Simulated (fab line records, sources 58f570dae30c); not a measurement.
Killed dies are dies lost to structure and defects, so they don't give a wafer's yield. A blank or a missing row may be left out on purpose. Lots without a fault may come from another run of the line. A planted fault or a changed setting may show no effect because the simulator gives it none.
fab line records | flow berkeley_cmos170 | part 1 of 2: steps 1 to 26 of 36
record lots=5 wafers=15 last_day=11
route steps=331 shown NSD@194 BACKSIDE@199 SDANNEAL@204 PSD@206 PLDD@208 NLDD@209 SILICIDE@210 CONTACT@216
lots that met no fault: from a run of the same line without faults
start_h: hours from the record's first day to the start of the lot's first wafer shown | wait_h: hours since the lot's step before | " the same as in the row above | L1.1+2: a row that stands for several wafers | - no value, or no start given | * or withheld: withheld | < > ~ a bound
route shown NAME@n: a module of which the file shows steps, and the number in the route of the first | usual: mean/standard deviation of fault-free wafers | same: alike in all rows | chamber/n: place in a boat | sites: the reading at each site | _std_site: their standard deviation | _edge_site: outer sites' mean less inner sites' | radius_mm: how far each site lies from the wafer's centre | mask NAME#n: copy n | behind: the tool/chamber that last shaped the wafer | hold: why the lot was held/for how many hours/how that ended | device: the transistor (n, p or np) that didn't switch | end of line: the same wafers' tests at the end of the route | a step without rows: its recipe alone | killed: dies lost to structure and defects at the first sort, not the wafer's yield | map: a wafer's dies, x killed, . not, _ none there
set.NAME: the setting as run; set.NAME@STEP: as run at that earlier step | model.NAME: the simulator's own value behind a step, which no gauge read
lots at some steps of the route; a table a step, a row a wafer
services: from which hour (start_h, from the record's first day; less than 0 if before it) a tool's chamber was out of use, for how many hours, and why
## steps
# step UCB170_NSD_OVL_MEAS_07
# usual NSD_OVL=1/5.3
# columns lot.wafer tool chamber start_h wait_h NSD_OVL[nm]
L084.1 overlay-02 - 194.58 0.1 4
L084.5 " - " " 4
L084.6 " - " " 5
L086.1 overlay-01 - 211.88 0.1 5
L086.2 " - " " 2
L086.3 " - " " 0
L092.2 overlay-01 - 230.65 0.1 5
L092.3 " - " " 5
L092.6 " - " " -1
L096.1 overlay-01 - 248.07 0.1 -6
L096.2 " - " " -3
L096.4 " - " " -2
L095.1 overlay-01 - 248.64 0.1 4
L095.3 " - " " -4
L095.6 " - " " 1
# step UCB170_NSD_IMPLANT_08
# recipe species=P dose_cm2=3e+15 energy_kev=40.55 tilt_deg=7
# usual tilt_deg=7.007/0.019
# same implant_ion_amu=31
# columns lot.wafer tool chamber start_h wait_h tilt_deg
L084.1 implanter-04 0 194.62 0.0 7.010
L084.5 " 0 " " 7.019
L084.6 " 0 " " 6.997
L086.1 implanter-01 0 211.91 0.0 6.975
L086.2 " 0 " " 6.973
L086.3 " 0 " " 7.000
L092.2 implanter-03 0 230.70 0.0 6.989
L092.3 " 0 " " 7.016
L092.6 " 0 " " 7.019
L096.1 implanter-03 0 248.10 0.0 7.033
L096.2 " 0 " " 7.020
L096.4 " 0 " " 6.998
L095.1 implanter-03 0 248.67 0.0 7.011
L095.3 " 0 " " 7.023
L095.6 " 0 " " 7.006
# step UCB170_NSD_STRIP_09
# recipe chemistry=O2 power_w=400 pressure_mtorr=3500 platen_temp_c=withheld o2_flow_sccm=400 overash_fraction=0.5
# usual drypump_motor_current_A=5.7/0.49 oes_product_au=0.531/0.004 strip_time_to_endpoint_s=36.04/0.066
# columns lot.wafer tool chamber start_h wait_h drypump_motor_current_A oes_product_au rf_hours_counter_h strip_time_to_endpoint_s
L084.1 plasma_asher-02 1 194.77 0.1 5.0 0.532 41 35.93
L084.5 " 1 " " 5.0 0.525 - 35.85
L084.6 " 0 " " 5.7 0.530 - 36.01
L086.1 plasma_asher-04 1 212.06 0.1 6.1 0.531 7 36.14
L086.2 " 0 " " 6.4 0.526 7 36.02
L086.3 " 0 " " 6.4 0.531 - 36.09
L092.2 plasma_asher-03 0 230.83 0.1 5.6 0.537 53 36.07
L092.3 " 1 " " 5.5 0.531 - 36.09
L092.6 " 1 " " 5.5 0.533 - 36.07
L096.1 plasma_asher-02 0 248.25 0.1 5.7 0.528 47 36.11
L096.2 " 1 " " 5.0 0.529 47 36.09
L096.4 " 1 " " 5.0 0.532 - 36.05
L095.1 plasma_asher-02 0 248.82 0.1 5.7 0.531 47 36.08
L095.3 " 1 " " 5.0 0.533 - 36.06
L095.6 " 0 " " 5.7 0.532 - 35.98
# step UCB170_NSD_TW_MEAS_10
# usual NSD_TW=4208/23
# columns lot.wafer tool chamber start_h wait_h NSD_TW
L084.1 film_metro-01 - 194.87 0.1 4217
L084.5 " - " " 4185
L084.6 " - " " 4231
L086.1 film_metro-02 - 212.16 0.1 4200
L086.2 " - " " 4214
L086.3 " - " " 4207
L092.2 film_metro-02 - 230.94 0.1 4184
L092.3 " - " " 4210
L092.6 " - " " 4191
L096.1 film_metro-01 - 248.35 0.1 4171
L096.2 " - " " 4228
L096.4 " - " " 4210
L095.1 film_metro-02 - 248.92 0.1 4189
L095.3 " - " " 4195
L095.6 " - " " 4198
# step UCB170_NSD_CLEAN_11
# recipe chemistry=SPM temp_c=120 time_s=600
# columns lot.wafer tool chamber start_h wait_h
L084.1+5+6 wet_bench-04 0 194.93 0.1
L086.1+2+3 wet_bench-01 0 212.22 0.1
L092.2+3+6 wet_bench-04 3 231.03 0.1
L095.1+3+6 wet_bench-04 1 248.99 0.1
L096.1+2+4 wet_bench-04 2 248.99 0.6
# step UCB170_BACKSIDE_HMDS_00
# recipe prime_time_s=60 prime_temp_c=100
# usual prime_temp_c=99.98/0.13
# columns lot.wafer tool chamber start_h wait_h prime_temp_c
L084.1 litho_track-04 0 195.36 0.3 99.92
L084.5 " 0 " " 99.87
L084.6 " 0 " " 99.72
L086.1 litho_track-04 0 212.99 0.6 100.10
L086.2 " 0 " " 100.02
L086.3 " 0 " " 100.00
L092.2 litho_track-01 0 231.23 0.0 99.98
L092.3 " 0 " " 99.79
L092.6 " 0 " " 99.78
L096.1 litho_track-02 0 249.17 0.0 99.91
L096.2 " 0 " " 100.26
L096.4 " 0 " " 99.99
L095.1 litho_track-04 0 249.23 0.1 99.91
L095.3 " 0 " " 99.88
L095.6 " 0 " " 99.98
# step UCB170_BACKSIDE_COAT_01
# recipe resist=KrF spin_rpm=1500 resist_thk_nm=900
# usual dispense_pressure_kPa=48/4.3
# columns lot.wafer tool chamber start_h wait_h dispense_pressure_kPa
L084.1 litho_track-04 0 195.51 0.1 43
L084.5 " 0 " " 43
L084.6 " 0 " " 43
L086.1 litho_track-04 0 213.14 0.1 43
L086.2 " 0 " " 43
L086.3 " 0 " " 43
L092.2 litho_track-01 0 231.38 0.1 50
L092.3 " 0 " " 50
L092.6 " 0 " " 50
L096.1 litho_track-02 0 249.32 0.1 53
L096.2 " 0 " " 53
L096.4 " 0 " " 53
L095.1 litho_track-04 0 249.38 0.1 43
L095.3 " 0 " " 43
L095.6 " 0 " " 43
# step UCB170_BACKSIDE_SOFTBAKE_02
# recipe resist=KrF temp_c=130 time_s=60
# usual plate_temp_C=129.98/0.13
# columns lot.wafer tool chamber start_h wait_h plate_temp_C
L084.1 litho_track-04 0 195.66 0.1 129.82
L084.5 " 0 " " 129.83
L084.6 " 0 " " 129.87
L086.1 litho_track-04 0 213.29 0.1 130.06
L086.2 " 0 " " 130.17
L086.3 " 0 " " 129.84
L092.2 litho_track-01 0 231.53 0.1 130.21
L092.3 " 0 " " 130.02
L092.6 " 0 " " 130.02
L096.1 litho_track-02 0 249.47 0.1 130.02
L096.2 " 0 " " 130.01
L096.4 " 0 " " 129.94
L095.1 litho_track-04 0 249.53 0.1 130.03
L095.3 " 0 " " 129.94
L095.6 " 0 " " 130.05
# step UCB170_BACKSIDE_STRIP_03
# recipe chemistry=O2 power_w=400 pressure_mtorr=3500 platen_temp_c=withheld o2_flow_sccm=400 overash_fraction=0.5
# usual drypump_motor_current_A=5.7/0.4 oes_product_au=0.735/0.0049 strip_time_to_endpoint_s=21.97/0.065
# columns lot.wafer tool chamber start_h wait_h drypump_motor_current_A oes_product_au rf_hours_counter_h strip_time_to_endpoint_s
L084.1 plasma_asher-03 1 195.81 0.1 5.5 0.737 49 22.01
L084.5 " 1 " " 5.5 0.743 - 22.01
L084.6 " 0 " " 5.6 0.736 - 22.05
L086.1 plasma_asher-03 1 213.44 0.1 5.5 0.736 51 22.00
L086.2 " 0 " " 5.6 0.730 51 22.00
L086.3 " 0 " " 5.6 0.736 - 22.00
L092.2 plasma_asher-04 0 231.65 0.1 6.4 0.726 9 22.02
L092.3 " 1 " " 6.1 0.726 - 22.02
L092.6 " 0 " " 6.4 0.741 - 21.94
L096.1 plasma_asher-03 0 249.62 0.1 5.6 0.736 55 21.88
L096.2 " 1 " " 5.5 0.736 55 21.99
L096.4 " 1 " " 5.5 0.740 - 21.86
L095.1 plasma_asher-01 0 249.68 0.1 5.1 0.746 59 22.04
L095.3 " 0 " " 5.1 0.735 - 21.98
L095.6 " 0 " " 5.1 0.738 - 22.03
# step UCB170_BACKSIDE_CLEAN_04
# recipe chemistry=SPM temp_c=120 time_s=600
# columns lot.wafer tool chamber start_h wait_h
L084.1+5+6 wet_bench-01 2 195.91 0.1
L086.1+2+3 wet_bench-03 3 213.54 0.1
L092.2+3+6 wet_bench-04 0 231.75 0.1
L096.1+2+4 wet_bench-04 2 249.72 0.1
L095.1+3+6 wet_bench-03 1 249.78 0.1
# step UCB170_SDANNEAL_RTA_00
# recipe temp_c=900 time_s=10.32 ambient=N2
# usual anneal_temp_c_max=905.0/1.5 lamp_power_pct=27.7/2 wafer_temp_C_max=903.9/0.9
# columns lot.wafer tool chamber start_h wait_h anneal_temp_c_max lamp_power_pct wafer_temp_C_max
L084.1 rtp_anneal-01 0 196.12 0.0 902.8 29.6 904.7
L084.5 " 0 " " 904.5 29.5 904.2
L084.6 " 0 " " 903.5 29.6 904.6
L086.1 rtp_anneal-01 0 213.71 0.0 904.3 29.6 904.0
L086.2 " 0 " " 904.2 29.6 904.7
L086.3 " 0 " " 903.8 29.6 903.6
L092.2 rtp_anneal-02 0 231.94 0.0 905.9 25.5 905.0
L092.3 " 0 " " 908.0 25.5 904.0
L092.6 " 0 " " 905.6 25.5 903.5
L096.1 rtp_anneal-02 0 249.89 0.0 908.3 25.5 903.0
L096.2 " 0 " " 904.6 25.6 903.0
L096.4 " 0 " " 905.7 25.6 902.8
L095.1 rtp_anneal-01 0 249.96 0.0 904.5 29.6 903.3
L095.3 " 0 " " 903.3 29.5 904.1
L095.6 " 0 " " 904.3 29.6 903.8
# step UCB170_SDANNEAL_RTA_01
# recipe temp_c=1050 time_s=5 ambient=N2
# usual anneal_temp_c_max=1055.7/1.6 lamp_power_pct=43/3.1 wafer_temp_C_max=1054.5/1.1
# columns lot.wafer tool chamber start_h wait_h anneal_temp_c_max lamp_power_pct wafer_temp_C_max
L084.1 rtp_anneal-01 0 196.19 0.1 1054.3 46 1055.9
L084.5 " 0 " " 1054.9 46 1053.5
L084.6 " 0 " " 1054.1 46 1056.0
L086.1 rtp_anneal-01 0 213.78 0.1 1054.3 46 1054.3
L086.2 " 0 " " 1054.8 46 1055.1
L086.3 " 0 " " 1054.9 46 1055.7
L092.2 rtp_anneal-02 0 232.01 0.1 1059.6 39 1053.8
L092.3 " 0 " " 1056.5 39 1054.0
L092.6 " 0 " " 1057.1 40 1053.9
L096.1 rtp_anneal-02 0 249.96 0.1 1059.5 39 1054.5
L096.2 " 0 " " 1057.7 39 1053.1
L096.4 " 0 " " 1058.1 39 1054.8
L095.1 rtp_anneal-01 0 250.02 0.1 1054.2 46 1054.2
L095.3 " 0 " " 1054.1 46 1054.2
L095.6 " 0 " " 1054.7 46 1054.7
# step UCB170_SDANNEAL_RS_MEAS_02
# recipe thk_meas_gauge=four-point-probe
# usual PSD_RS=75.47/0.29
# columns lot.wafer tool chamber start_h wait_h PSD_RS[ohm/sq]
L084.1 film_metro-01 - 196.25 0.0 75.78
L084.5 " - " " 75.69
L084.6 " - " " 75.80
L086.1 film_metro-01 - 213.84 0.0 75.79
L086.2 " - " " 75.74
L086.3 " - " " 75.52
L092.2 film_metro-01 - 232.10 0.1 75.51
L092.3 " - " " 75.68
L092.6 " - " " 75.42
L096.1 film_metro-02 - 250.02 0.0 75.64
L096.2 " - " " 75.46
L096.4 " - " " 75.53
L095.1 film_metro-01 - 250.08 0.0 75.55
L095.3 " - " " 75.24
L095.6 " - " " 75.31
# step UCB170_SDANNEAL_RS_MEAS_03
# recipe thk_meas_gauge=four-point-probe
# usual NSD_RS=37.08/0.089
# columns lot.wafer tool chamber start_h wait_h NSD_RS[ohm/sq]
L084.1 film_metro-01 - 196.37 0.1 37.26
L084.5 " - " " 37.15
L084.6 " - " " 37.21
L086.1 film_metro-01 - 213.96 0.1 37.15
L086.2 " - " " 37.29
L086.3 " - " " 37.12
L092.2 film_metro-01 - 232.22 0.1 37.28
L092.3 " - " " 37.11
L092.6 " - " " 37.27
L096.1 film_metro-02 - 250.14 0.1 37.03
L096.2 " - " " 36.94
L096.4 " - " " 37.09
L095.1 film_metro-01 - 250.20 0.1 36.96
L095.3 " - " " 36.99
L095.6 " - " " 36.96
# step UCB170_SDANNEAL_RS_MEAS_04
# recipe thk_meas_gauge=four-point-probe
# usual PLDD_RS=1031.4/2.8
# columns lot.wafer tool chamber start_h wait_h PLDD_RS[ohm/sq]
L084.1 film_metro-01 - 196.49 0.1 1033.5
L084.5 " - " " 1031.1
L084.6 " - " " 1032.4
L086.1 film_metro-01 - 214.08 0.1 1034.1
L086.2 " - " " 1033.0
L086.3 " - " " 1033.2
L092.2 film_metro-01 - 232.34 0.1 1026.8
L092.3 " - " " 1030.2
L092.6 " - " " 1028.5
L096.1 film_metro-02 - 250.26 0.1 1030.5
L096.2 " - " " 1029.8
L096.4 " - " " 1028.6
L095.1 film_metro-01 - 250.32 0.1 1028.0
L095.3 " - " " 1029.9
L095.6 " - " " 1030.4
# step UCB170_SDANNEAL_RS_MEAS_05
# recipe thk_meas_gauge=four-point-probe
# usual NLDD_RS=616.1/1.4
# columns lot.wafer tool chamber start_h wait_h NLDD_RS[ohm/sq]
L084.1 film_metro-01 - 196.61 0.1 617.0
L084.5 " - " " 616.3
L084.6 " - " " 615.9
L086.1 film_metro-01 - 214.20 0.1 617.9
L086.2 " - " " 615.9
L086.3 " - " " 618.1
L092.2 film_metro-01 - 232.46 0.1 617.1
L092.3 " - " " 615.9
L092.6 " - " " 614.7
L096.1 film_metro-02 - 250.38 0.1 615.6
L096.2 " - " " 617.7
L096.4 " - " " 617.7
L095.1 film_metro-01 - 250.44 0.1 614.5
L095.3 " - " " 614.9
L095.6 " - " " 614.4
# step UCB170_SILICIDE_PRE_CLEAN_00
# recipe gas=Ar preclean_etch_time_s=60
# columns lot.wafer tool chamber start_h wait_h
L084.1+5+6 pvd_sputter-01 - 196.73 0.1
L086.1+2+3 pvd_sputter-04 - 214.32 0.1
L092.2+3+6 pvd_sputter-03 - 232.56 0.1
L096.1+2+4 pvd_sputter-01 - 250.50 0.1
L095.1+3+6 pvd_sputter-04 - 250.56 0.1
# step UCB170_SILICIDE_SPUTTER_01
# recipe material=Ti target_thk_nm=30 time_s=25 power_w=1500 chamber_pressure_pa=0.5
# usual chamber_pressure_pa=0.5000/0.00092 throttle_valve_pct=29.9/0.91
# columns lot.wafer tool chamber start_h wait_h chamber_pressure_pa throttle_valve_pct
L084.1 pvd_sputter-01 - 196.79 0.0 0.4984 29.4
L084.5 " - " " 0.5004 29.6
L084.6 " - " " 0.4991 31.2
L086.1 pvd_sputter-04 - 214.39 0.0 0.4988 31.3
L086.2 " - " " 0.5002 30.8
L086.3 " - " " 0.4992 29.8
L092.2 pvd_sputter-03 - 232.63 0.0 0.4998 29.3
L092.3 " - " " 0.4988 29.5
L092.6 " - " " 0.4987 29.5
L096.1 pvd_sputter-01 - 250.56 0.0 0.5003 29.4
L096.2 " - " " 0.4997 29.3
L096.4 " - " " 0.4994 29.8
L095.1 pvd_sputter-04 - 250.63 0.0 0.5009 30.9
L095.3 " - " " 0.5004 31.5
L095.6 " - " " 0.4992 29.2
# step UCB170_SILICIDE_RS_MEAS_02
# recipe thk_meas_gauge=four-point-probe reads=Ti_of_SILICIDE_SPUTTER_01
# usual SILICIDE_TI_RS=26.0/0.37
# columns lot.wafer tool chamber start_h wait_h SILICIDE_TI_RS[ohm/sq]
L084.1 film_metro-03 - 196.83 0.0 25.4
L084.5 " - " " 25.8
L084.6 " - " " 25.8
L086.1 film_metro-04 - 214.42 0.0 26.0
L086.2 " - " " 25.6
L086.3 " - " " 25.9
L092.2 film_metro-01 - 232.68 0.0 26.5
L092.3 " - " " 26.5
L092.6 " - " " 26.7
L096.1 film_metro-03 - 250.59 0.0 25.9
L096.2 " - " " 25.9
L096.4 " - " " 25.4
L095.1 film_metro-01 - 250.66 0.0 26.5
L095.3 " - " " 26.2
L095.6 " - " " 26.3
# step UCB170_SILICIDE_THK_MEAS_03
# recipe thk_meas_gauge=xrf reads=Ti_of_SILICIDE_SPUTTER_01
# usual SILICIDE_TI_THK=29.9/0.35
# columns lot.wafer tool chamber start_h wait_h SILICIDE_TI_THK[nm]
L084.1 film_metro-03 - 196.95 0.1 30.3
L084.5 " - " " 30.1
L084.6 " - " " 30.0
L086.1 film_metro-04 - 214.54 0.1 30.0
L086.2 " - " " 30.3
L086.3 " - " " 29.9
L092.2 film_metro-01 - 232.79 0.1 29.6
L092.3 " - " " 29.5
L092.6 " - " " 29.3
L096.1 film_metro-03 - 250.71 0.1 30.3
L096.2 " - " " 30.2
L096.4 " - " " 30.9
L095.1 film_metro-01 - 250.78 0.1 29.5
L095.3 " - " " 29.9
L095.6 " - " " 29.8
# step UCB170_SILICIDE_RTA_04
# recipe temp_c=650 time_s=15 ambient=N2
# usual anneal_temp_c_max=654.0/1 lamp_power_pct=11.7/0.85 wafer_temp_C_max=652.8/0.66
# columns lot.wafer tool chamber start_h wait_h anneal_temp_c_max lamp_power_pct wafer_temp_C_max
L084.1 rtp_anneal-02 0 197.01 0.1 654.5 11.0 652.7
L084.5 " 0 " " 653.9 11.0 651.5
L084.6 " 0 " " 654.5 11.0 652.1
L086.1 rtp_anneal-02 0 214.60 0.1 654.5 11.0 652.6
L086.2 " 0 " " 655.0 11.0 652.6
L086.3 " 0 " " 655.3 11.0 652.9
L092.2 rtp_anneal-01 0 232.85 0.1 653.0 12.7 653.6
L092.3 " 0 " " 653.3 12.7 652.9
L092.6 " 0 " " 653.9 12.7 654.0
L096.1 rtp_anneal-01 0 250.77 0.1 653.1 12.7 654.3
L096.2 " 0 " " 653.1 12.7 652.8
L096.4 " 0 " " 653.0 12.7 652.3
L095.1 rtp_anneal-02 0 250.84 0.1 654.5 10.9 651.9
L095.3 " 0 " " 655.1 11.0 652.2
L095.6 " 0 " " 654.0 11.0 652.5
# step UCB170_SILICIDE_WET_ETCH_05
# recipe chemistry=SPM time_s=45 temp_c=120 target=Ti
# columns lot.wafer tool chamber start_h wait_h
L084.1+5+6 wet_bench-02 2 197.08 0.1
L086.1+2+3 wet_bench-04 0 217.56 3.0
L092.2+3+6 wet_bench-04 0 232.91 0.1
L095.1+3+6 wet_bench-04 1 250.92 0.1
L096.1+2+4 wet_bench-04 1 250.92 0.1
# step UCB170_CONTACT_CLEAN_00
# recipe chemistry=SPM temp_c=120 time_s=600
# columns lot.wafer tool chamber start_h wait_h
L084.1+5+6 wet_bench-02 2 197.10 0.0
L086.1+2+3 wet_bench-04 0 218.15 0.6
L092.2+3+6 wet_bench-04 1 232.93 0.0
L095.1+3+6 wet_bench-04 2 250.94 0.0
L096.1+2+4 wet_bench-04 0 250.94 0.0
# step UCB170_CONTACT_CVD_01
# recipe material=PSG target_thk_nm=700 temp_c=450 precursor=SiH4/O2/PH3 time_s=2820 pressure_mtorr=300 sih4_flow_sccm=60 o2_flow_sccm=90 ph3_flow_sccm=25
# usual spike_tc_source_C=467.1/1.1
# columns lot.wafer tool chamber start_h wait_h spike_tc_source_C
L084.1 lpcvd-01 0 198.63 1.3 465.2
L084.5 " 0 " " 468.4
L084.6 " 0 " " 467.8
L086.1 lpcvd-01 0 219.35 1.0 466.7
L086.2 " 0 " " 467.3
L086.3 " 0 " " 466.2
L092.2 lpcvd-02 1 233.12 0.0 467.2
L092.3 " 1 " " 464.7
L092.6 " 1 " " 466.3
L095.1 lpcvd-02 1 251.12 0.0 468.8
L095.3 " 1 " " 466.0
L095.6 " 1 " " 466.9
L096.1 lpcvd-02 0 251.12 0.0 467.9
L096.2 " 0 " " 467.7
L096.4 " 0 " " 467.7
# step UCB170_CONTACT_THK_MEAS_02
# recipe reads=PSG_of_CONTACT_CVD_01
# usual CONTACT_PSG_THK=699/5.8
# columns lot.wafer tool chamber start_h wait_h CONTACT_PSG_THK[nm]
L084.1 film_metro-03 - 200.41 0.0 682
L084.5 " - " " 688
L084.6 " - " " 690
L086.1 film_metro-03 - 221.13 0.0 699
L086.2 " - " " 694
L086.3 " - " " 697
L092.2 film_metro-02 - 234.91 0.0 703
L092.3 " - " " 706
L092.6 " - " " 707
L095.1 film_metro-03 - 252.90 0.0 694
L095.3 " - " " 702
L095.6 " - " " 699
L096.1 film_metro-02 - 252.90 0.0 698
L096.2 " - " " 695
L096.4 " - " " 697
# step UCB170_CONTACT_HMDS_03
# recipe prime_time_s=60 prime_temp_c=100
# usual prime_temp_c=99.99/0.13
# columns lot.wafer tool chamber start_h wait_h prime_temp_c
L084.1 litho_track-03 0 200.68 0.3 100.20
L084.5 " 0 " " 100.03
L084.6 " 0 " " 100.12
L086.1 litho_track-03 0 222.17 1.0 100.02
L086.2 " 0 " " 100.00
L086.3 " 0 " " 100.01
L092.2 litho_track-02 0 235.26 0.3 99.98
L092.3 " 0 " " 99.86
L092.6 " 0 " " 99.96
L095.1 litho_track-01 0 252.96 0.1 99.88
L095.3 " 0 " " 100.09
L095.6 " 0 " " 99.96
L096.1 litho_track-02 0 252.96 0.1 99.90
L096.2 " 0 " " 99.89
L096.4 " 0 " " 99.88
